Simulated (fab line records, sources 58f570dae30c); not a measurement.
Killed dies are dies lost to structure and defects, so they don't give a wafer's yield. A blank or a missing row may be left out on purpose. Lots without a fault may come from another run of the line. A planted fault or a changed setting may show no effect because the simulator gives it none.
Which tool did it? | flow berkeley_cmos170 | 14 lots, 42 wafers sampled, at 2 steps of a route of 331

WHAT THE GAUGES READ, wafer by wafer
UCB170_M1_CD_MEAS_90: target cd 700 nm.
lot  | measured     | on        | cd_nm (nm)
L265 | day 8 01:59  | cd_sem-01 | 697.4 698.8 698.8
L268 | day 8 09:16  | cd_sem-01 | 698.0 696.7 696.6
L267 | day 8 11:20  | cd_sem-02 | 700.8 701.7 701.2
L272 | day 9 09:04  | cd_sem-01 | 699.4 696.9 696.0
L270 | day 9 10:13  | cd_sem-02 | 702.6 700.5 700.0
L271 | day 9 10:21  | cd_sem-01 | 697.5 699.1 698.0
L274 | day 9 20:33  | cd_sem-01 | 699.5 699.4 699.2
L276 | day 10 21:36 | cd_sem-02 | 701.1 696.6 699.9
L278 | day 11 01:39 | cd_sem-01 | 701.8 702.2 700.9
L280 | day 11 04:13 | cd_sem-02 | 697.6 695.4 694.6
L285 | day 12 08:40 | cd_sem-02 | 698.9 698.7 697.6
L286 | day 12 11:14 | cd_sem-01 | 696.4 696.1 698.1
L288 | day 12 23:34 | cd_sem-01 | 699.6 700.5 702.0
L287 | day 13 14:47 | cd_sem-01 | 696.0 696.0 698.2

UCB170_V1_CD_MEAS_90: target cd 700 nm.
lot  | measured     | on        | cd_nm (nm)
L265 | day 8 05:53  | cd_sem-01 | 698.7 700.2 699.1
L268 | day 8 15:46  | cd_sem-01 | 699.8 699.0 700.2
L267 | day 8 15:29  | cd_sem-01 | 699.2 700.3 700.3
L272 | day 9 14:55  | cd_sem-02 | 699.9 701.2 701.3
L270 | day 9 15:11  | cd_sem-02 | 700.5 700.7 700.5
L271 | day 9 15:25  | cd_sem-01 | 699.1 700.0 698.3
L274 | day 10 02:00 | cd_sem-01 | 702.3 701.7 701.0
L276 | day 11 03:47 | cd_sem-01 | 700.0 697.8 699.2
L278 | day 11 05:31 | cd_sem-02 | 701.3 702.1 699.8
L280 | day 11 08:01 | cd_sem-01 | 700.8 701.1 701.3
L285 | day 12 12:28 | cd_sem-01 | 700.5 698.9 699.5
L286 | day 12 17:00 | cd_sem-01 | 698.5 699.5 700.9
L288 | day 13 05:43 | cd_sem-01 | 702.2 702.1 701.7
L287 | day 13 19:44 | cd_sem-01 | 698.0 700.7 698.9

WHICH TOOL RAN EACH LOT (tool, then ch and the chambers of the sampled wafers, then the start)
The record holds no process step before these readings.

WHAT THE TOOLS THEMSELVES READ (means of the sampled wafers that have a number; where no wafer has one, the mark that the record gives instead)
The record holds no such reading with a usual standard deviation.

THE ANSWER, worked out from the rows above alone
Rule: what is usual is taken from the lots themselves. Put in order of their means at a reading, lots are off if they are a third of the lots or fewer, leave a main group of 4 or more, and stand apart from it by a gap of 3 or more times the standard deviation of the main group's means; of several such gaps the widest counts. A main group whose means are all the same, to the digits that the tables above print for the reading, isn't used. A lot without any number at a reading at which 4 lots or more have one is off too. The other lots that the step has rows for count as sound. The gauges are gone through in route order, then the tools' own readings, and for those a lot's mean is taken as printed above. The first step at which some lot is off is used, and at that step the reading that is off furthest; a lot without a number counts as furthest.
No lot is off at any reading shown: from this, nothing can be told.

WHAT THE SIMULATOR HAD PUT IN
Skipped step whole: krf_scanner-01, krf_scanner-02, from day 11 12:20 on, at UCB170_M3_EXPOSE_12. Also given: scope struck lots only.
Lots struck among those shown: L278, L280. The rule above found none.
